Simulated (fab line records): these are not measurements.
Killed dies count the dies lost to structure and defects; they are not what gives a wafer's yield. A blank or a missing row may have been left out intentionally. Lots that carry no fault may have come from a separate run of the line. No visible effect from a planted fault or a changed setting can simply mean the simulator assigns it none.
Split-lot study || flow ritCmos || 23 wafers read from 5 lots, route of 202 steps

== SPLIT DETAILS ==
At RIT_ACTIVE_CVD_03 (deposits Si3N4 from SiH2Cl2/NH3, target thk 150 nm, time 1500 s), the setting sih2cl2FlowSccm was moved away from the recipe's 60 sccm on 20 of the 23 wafers read, by -14.3% to +4.9%. This setting was run at the recipe's value on the other wafers.

The split's own step is where the reading is taken.

== THE READING ==
Si3N4_of_ACTIVE_CVD_03.thkNm (the simulator's own value, which no gauge read), in nm, at RIT_ACTIVE_CVD_03 (deposits Si3N4 from SiH2Cl2/NH3, target thk 150 nm, time 1500 s). No usual value for it is given in the file. The 3 wafers here that ran the recipe average 150.3 nm, standard deviation 0.22 nm.

{"wafer": "L074.1", "tool, chamber at the split": "-, -", "sih2cl2FlowSccm as run, sccm": 62.95, "against the recipe": "+4.9%", "Si3N4_of_ACTIVE_CVD_03.thkNm, nm": 152.1, "against lot-mates on the recipe": "no lot-mate on the recipe"}
{"wafer": "L074.2", "tool, chamber at the split": "-, -", "sih2cl2FlowSccm as run, sccm": 62.95, "against the recipe": "+4.9%", "Si3N4_of_ACTIVE_CVD_03.thkNm, nm": 151.7, "against lot-mates on the recipe": "no lot-mate on the recipe"}
{"wafer": "L074.3", "tool, chamber at the split": "-, -", "sih2cl2FlowSccm as run, sccm": 62.95, "against the recipe": "+4.9%", "Si3N4_of_ACTIVE_CVD_03.thkNm, nm": 152, "against lot-mates on the recipe": "no lot-mate on the recipe"}
{"wafer": "L074.5", "tool, chamber at the split": "-, -", "sih2cl2FlowSccm as run, sccm": 62.95, "against the recipe": "+4.9%", "Si3N4_of_ACTIVE_CVD_03.thkNm, nm": 151.6, "against lot-mates on the recipe": "no lot-mate on the recipe"}
{"wafer": "L074.6", "tool, chamber at the split": "-, -", "sih2cl2FlowSccm as run, sccm": 62.95, "against the recipe": "+4.9%", "Si3N4_of_ACTIVE_CVD_03.thkNm, nm": 151.8, "against lot-mates on the recipe": "no lot-mate on the recipe"}
{"wafer": "L079.1", "tool, chamber at the split": "-, -", "sih2cl2FlowSccm as run, sccm": 56.72, "against the recipe": "-5.5%", "Si3N4_of_ACTIVE_CVD_03.thkNm, nm": 149.7, "against lot-mates on the recipe": "no lot-mate on the recipe"}
{"wafer": "L079.2", "tool, chamber at the split": "-, -", "sih2cl2FlowSccm as run, sccm": 56.72, "against the recipe": "-5.5%", "Si3N4_of_ACTIVE_CVD_03.thkNm, nm": 149.7, "against lot-mates on the recipe": "no lot-mate on the recipe"}
{"wafer": "L079.3", "tool, chamber at the split": "-, -", "sih2cl2FlowSccm as run, sccm": 56.72, "against the recipe": "-5.5%", "Si3N4_of_ACTIVE_CVD_03.thkNm, nm": 150.8, "against lot-mates on the recipe": "no lot-mate on the recipe"}
{"wafer": "L079.5", "tool, chamber at the split": "-, -", "sih2cl2FlowSccm as run, sccm": 56.72, "against the recipe": "-5.5%", "Si3N4_of_ACTIVE_CVD_03.thkNm, nm": 151.1, "against lot-mates on the recipe": "no lot-mate on the recipe"}
{"wafer": "L079.6", "tool, chamber at the split": "-, -", "sih2cl2FlowSccm as run, sccm": 56.72, "against the recipe": "-5.5%", "Si3N4_of_ACTIVE_CVD_03.thkNm, nm": 151.7, "against lot-mates on the recipe": "no lot-mate on the recipe"}
{"wafer": "L080.1", "tool, chamber at the split": "-, -", "sih2cl2FlowSccm as run, sccm": 51.42, "against the recipe": "-14.3%", "Si3N4_of_ACTIVE_CVD_03.thkNm, nm": 144.8, "against lot-mates on the recipe": "no lot-mate on the recipe"}
{"wafer": "L080.2", "tool, chamber at the split": "-, -", "sih2cl2FlowSccm as run, sccm": 51.42, "against the recipe": "-14.3%", "Si3N4_of_ACTIVE_CVD_03.thkNm, nm": 145, "against lot-mates on the recipe": "no lot-mate on the recipe"}
{"wafer": "L080.3", "tool, chamber at the split": "-, -", "sih2cl2FlowSccm as run, sccm": 51.42, "against the recipe": "-14.3%", "Si3N4_of_ACTIVE_CVD_03.thkNm, nm": 143.7, "against lot-mates on the recipe": "no lot-mate on the recipe"}
{"wafer": "L080.4", "tool, chamber at the split": "-, -", "sih2cl2FlowSccm as run, sccm": 51.42, "against the recipe": "-14.3%", "Si3N4_of_ACTIVE_CVD_03.thkNm, nm": 144.6, "against lot-mates on the recipe": "no lot-mate on the recipe"}
{"wafer": "L080.5", "tool, chamber at the split": "-, -", "sih2cl2FlowSccm as run, sccm": 51.42, "against the recipe": "-14.3%", "Si3N4_of_ACTIVE_CVD_03.thkNm, nm": 144.7, "against lot-mates on the recipe": "no lot-mate on the recipe"}
{"wafer": "L084.1", "tool, chamber at the split": "lpcvd-02, 0", "sih2cl2FlowSccm as run, sccm": 60, "against the recipe": "recipe", "Si3N4_of_ACTIVE_CVD_03.thkNm, nm": 150.5, "against lot-mates on the recipe": "-"}
{"wafer": "L084.2", "tool, chamber at the split": "lpcvd-02, 0", "sih2cl2FlowSccm as run, sccm": 60, "against the recipe": "recipe", "Si3N4_of_ACTIVE_CVD_03.thkNm, nm": 150, "against lot-mates on the recipe": "-"}
{"wafer": "L084.3", "tool, chamber at the split": "lpcvd-02, 0", "sih2cl2FlowSccm as run, sccm": 60, "against the recipe": "recipe", "Si3N4_of_ACTIVE_CVD_03.thkNm, nm": 150.4, "against lot-mates on the recipe": "-"}
{"wafer": "L085.1", "tool, chamber at the split": "-, -", "sih2cl2FlowSccm as run, sccm": 53.98, "against the recipe": "-10.0%", "Si3N4_of_ACTIVE_CVD_03.thkNm, nm": 144.3, "against lot-mates on the recipe": "no lot-mate on the recipe"}
{"wafer": "L085.2", "tool, chamber at the split": "-, -", "sih2cl2FlowSccm as run, sccm": 53.98, "against the recipe": "-10.0%", "Si3N4_of_ACTIVE_CVD_03.thkNm, nm": 144, "against lot-mates on the recipe": "no lot-mate on the recipe"}
{"wafer": "L085.4", "tool, chamber at the split": "-, -", "sih2cl2FlowSccm as run, sccm": 53.98, "against the recipe": "-10.0%", "Si3N4_of_ACTIVE_CVD_03.thkNm, nm": 147.1, "against lot-mates on the recipe": "no lot-mate on the recipe"}
{"wafer": "L085.5", "tool, chamber at the split": "-, -", "sih2cl2FlowSccm as run, sccm": 53.98, "against the recipe": "-10.0%", "Si3N4_of_ACTIVE_CVD_03.thkNm, nm": 145.6, "against lot-mates on the recipe": "no lot-mate on the recipe"}
{"wafer": "L085.6", "tool, chamber at the split": "-, -", "sih2cl2FlowSccm as run, sccm": 53.98, "against the recipe": "-10.0%", "Si3N4_of_ACTIVE_CVD_03.thkNm, nm": 144.6, "against lot-mates on the recipe": "no lot-mate on the recipe"}

FIT RESULTS
A straight line over all 23 wafers: Si3N4_of_ACTIVE_CVD_03.thkNm changes by +0.405 nm for each +1% of sih2cl2FlowSccm; r = +0.89; the points scatter about the line by 1.5 nm.
Too few moved wafers with a lot-mate on the recipe to fit a line net of each lot's own level.

== FILE'S OWN FIT ==
Si3N4_of_ACTIVE_CVD_03.thkNm changes by +0.404 nm for each +1% of sih2cl2FlowSccm, r = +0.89.
